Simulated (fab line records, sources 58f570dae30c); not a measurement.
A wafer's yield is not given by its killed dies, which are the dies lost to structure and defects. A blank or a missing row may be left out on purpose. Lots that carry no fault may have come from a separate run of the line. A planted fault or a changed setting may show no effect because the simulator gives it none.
Split-lot experiment	flow berkeleyCmos170	route with 331 steps; 5 lots, 23 wafers read

SPLIT DETAILS
At UCB170_ACTIVE_PEB_11, the setting pebTempC was moved away from the recipe's 130 C on 6 of the 23 wafers read, by -2.8% to +1.5%. The other wafers ran this setting at the recipe's value.

FROM THE SPLIT TO THE READING: what the file shows between them, 4 steps
- UCB170_ACTIVE_DEVELOP_12: develop time 45 s
- UCB170_ACTIVE_CD_MEAS_13: target cd 1200 nm
- UCB170_ACTIVE_ETCH_15: etches Si3N4 in CH3F/Ar/O2, stops on SiO2, target depth 242 nm, time 151 s
- UCB170_ACTIVE_STRIP_16: strips in O2

THE READING
cdNm at UCB170_ACTIVE_CD_MEAS_90, given in nm (cd target 1200 nm). Typical for fault-free wafers on this fab line: 1200.3 nm, with standard deviation 1.1 nm.

wafer	tool, chamber at the split	pebTempC as run, C	against the recipe	cdNm, nm	against lot-mates on the recipe
L074.1	lithoTrack-04, 0	130	recipe	1201.1	-
L074.2	lithoTrack-04, 0	130	recipe	1202.7	-
L074.4	lithoTrack-04, 0	130	recipe	1200.7	-
L074.5	lithoTrack-04, 0	127.9	-1.6%	1217.4	+15.9
L074.6	lithoTrack-04, 0	127.9	-1.6%	1218.1	+16.6
L076.1	lithoTrack-04, 0	130	recipe	1199.5	-
L076.2	lithoTrack-04, 0	130	recipe	1200.6	-
L076.3	lithoTrack-04, 0	130	recipe	1200.1	-
L076.4	lithoTrack-04, 0	130	recipe	1199.8	-
L076.6	lithoTrack-04, 0	130	recipe	1200.4	-
L075.4	lithoTrack-02, 0	130	recipe	1200.2	-
L075.5	lithoTrack-02, 0	130	recipe	1199.4	-
L075.6	lithoTrack-02, 0	130	recipe	1200.6	-
L077.2	lithoTrack-01, 0	131.9	+1.5%	1187.7	-12.3
L077.3	lithoTrack-01, 0	131.9	+1.5%	1187.2	-12.8
L077.4	lithoTrack-01, 0	130	recipe	1199.8	-
L077.5	lithoTrack-01, 0	130	recipe	1200.7	-
L077.6	lithoTrack-01, 0	130	recipe	1199.4	-
L084.1	lithoTrack-01, 0	130	recipe	1200.1	-
L084.2	lithoTrack-01, 0	130	recipe	1200.1	-
L084.3	lithoTrack-01, 0	126.3	-2.8%	1229.5	+29.6
L084.4	lithoTrack-01, 0	130	recipe	1199.6	-
L084.6	lithoTrack-01, 0	126.3	-2.8%	1229.0	+29.1

THE FIT
A straight line over all 23 wafers: cdNm changes by -10 nm for each +1% of pebTempC; r = -1.00; the points scatter about the line by 0.95 nm.
The same after taking each lot's own level away (the mean of its wafers on the recipe; 23 wafers): -9.89 nm for each +1%; r = -1.00; scatter 0.81 nm.
On that fit, the largest move of pebTempC shifts the reading by 28 nm.
From 1199.93 to 1201.50 nm: that is the span of the lots' own levels, equal to 1.4 times the standard deviation above.
Hence the lot-to-lot level has little effect on the slope; both slopes agree.
Check: for one of the wafers moved furthest among these (-2.8%), held out of the fit, the line's prediction against its lot-mates is +27.9 nm. Against them it came out at +29.6 nm.

ADDITIONAL SPLITS CARRIED BY THESE WAFERS
Other splits were also applied to these wafers ahead of the reading. Each is held against what the fit with the lots' levels taken away leaves over:
other split on the same wafers	wafers away from the commonest value	r with cdNm (lot level and that fit taken away)
UCB170_ZERO_COAT_01 resistThkNm	7	-0.20
UCB170_PWELL_CVD_05 timeS	18	-0.17
UCB170_WELLDRIVE_OXIDATION_01 oxTimeS	18	-0.14

THE WHOLE CHAIN: every reading that the file lists as answering this split, in the file's order
step	what it does	reading	change (the file's fit)	r (the file's)
UCB170_ACTIVE_CD_MEAS_13	target cd 1200 nm	cdNm	-9.84 nm for each +1% of the setting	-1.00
UCB170_ACTIVE_ETCH_15	etches Si3N4 in CH3F/Ar/O2, stops on SiO2, target depth 242 nm, time 151 s	ACTIVE.cdNm (the simulator's own value, which no gauge read)	-9.91 nm for each +1% of the setting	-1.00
UCB170_ACTIVE_CD_MEAS_90	target cd 1200 nm	cdNm	-9.96 nm for each +1% of the setting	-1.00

THE FILE'S OWN FIT
cdNm changes by -9.96 nm for each +1% of pebTempC, r = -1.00.
